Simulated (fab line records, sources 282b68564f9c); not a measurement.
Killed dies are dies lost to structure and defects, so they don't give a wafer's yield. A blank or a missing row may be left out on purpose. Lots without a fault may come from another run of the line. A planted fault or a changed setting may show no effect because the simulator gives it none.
A struck lot beside a sound one | flow rit_cmos | 15 steps out of a route of 202
Sound: wafers L482.1, L482.2, L482.6. Struck: wafers L495.1, L495.4, L495.6. The cause comes at the end.
At each step with rows: each side's tool, then ch and its chambers, then its first start. Under that, the readings that differ: sound wafers | struck wafers | difference of the means | sigmas: that difference in standard deviations of wafers without a fault.
alike: readings whose means differ by less than 2 such deviations, and words and numbers that are the same on both sides. not compared: withheld readings, readings that some wafer has no value for, bounds like >300 that may hide the same value, and numbers for which the record gives no deviation and whose values overlap.
The two part at a step that has a row with sigmas, a row that says differs or no value, or rows on one side only. Numbers that don't overlap but have no deviation are shown without sigmas and don't part them. A reading that every wafer of one side lacks parts them only if that side has two wafers or more.

RIT_CONTACT_OVL_MEAS_09:
  sound on overlay-02, day 3 04:29; struck on overlay-02, day 5 20:37
  alike: CONTACT_OVL
then, 1 step without rows for these wafers: RIT_CONTACT_HARDBAKE_10 (time 60 s).
RIT_CONTACT_ETCH_11: etches SiO2 in CHF3/CF4/Ar, stops on TiSi2, target depth 480 nm, time 320 s.
  sound on rie_diel-03 ch 0,2,3, day 3 04:40; struck on rie_diel-03 ch 0,1,2, day 5 20:48
  alike: drypump_motor_current_A, oes_product_au, throttle_valve_pct
  not compared: rf_hours_counter_h
RIT_CONTACT_STRIP_12: strips in O2, time 180 s.
  sound on plasma_asher-03 ch 0,1, day 3 04:52; struck on plasma_asher-04 ch 1, day 5 20:59
  reading                     | sound          | struck         | difference | sigmas
  drypump_motor_current_A (A) | 6.37 5.77 5.78 | 6.56 6.58 6.59 | +0.60      | +2
  not compared: rf_hours_counter_h
RIT_CONTACT_CD_MEAS_90: target cd 1000 nm.
  sound on cd_sem-01, day 3 05:02; struck on cd_sem-02, day 5 21:10
  alike: cd_nm
then, 2 steps without rows for these wafers: RIT_CONTACT_CLEAN_13 (cleans in SC1, time 600 s); RIT_CONTACT_CLEAN_14 (cleans in SC2, time 600 s).
RIT_M1_SPUTTER_00: material Al, target thk 400 nm, time 500 s.
  sound on pvd_sputter-01, day 3 05:31; struck on pvd_sputter-03, day 5 21:39
  alike: throttle_valve_pct
RIT_M1_RS_MEAS_01: measures by four-point-probe.
  sound on film_metro-02, day 3 05:48; struck on film_metro-01, day 5 21:57
  alike: M1_AL_RS
RIT_M1_THK_MEAS_02: measures by xrf.
  sound on film_metro-02, day 3 05:55; struck on film_metro-01, day 5 22:04
  alike: M1_AL_THK
then, 2 steps without rows for these wafers: RIT_M1_HMDS_03 (prime time 60 s); RIT_M1_COAT_04 (resist thk 1300 nm).
RIT_M1_SOFTBAKE_05: time 60 s.
  sound on litho_track-02 ch 0, day 3 06:17; struck on litho_track-03 ch 0, day 5 22:26
  reading          | sound             | struck            | difference | sigmas
  run_length_s (s) | 88.97 89.05 89.03 | 97.48 97.52 97.45 | +8.47      | +50
  alike: exhaust_pa
then, 1 step without rows for these wafers: RIT_M1_EXPOSE_06 (exposes mask M12, target cd 2600 nm).
RIT_M1_PROBE_99:
  sound on prober-01, day 3 10:49; struck on prober-02, day 6 01:49
  alike: defect_limited_yield, killed_at_contacts, killed_at_front_end, killed_dies, killed_open, killed_short, sort_bin_3_pad_short, sort_bin_5_function, sort_bin_6_memory, sort_n_pass, sort_yield_pct

WHERE THEY PART
First at RIT_CONTACT_STRIP_12; last, within this record, at RIT_M1_SOFTBAKE_05. Later steps at which nothing parts them and some readings are alike: RIT_M1_PROBE_99.

WHY: what the simulator had put in
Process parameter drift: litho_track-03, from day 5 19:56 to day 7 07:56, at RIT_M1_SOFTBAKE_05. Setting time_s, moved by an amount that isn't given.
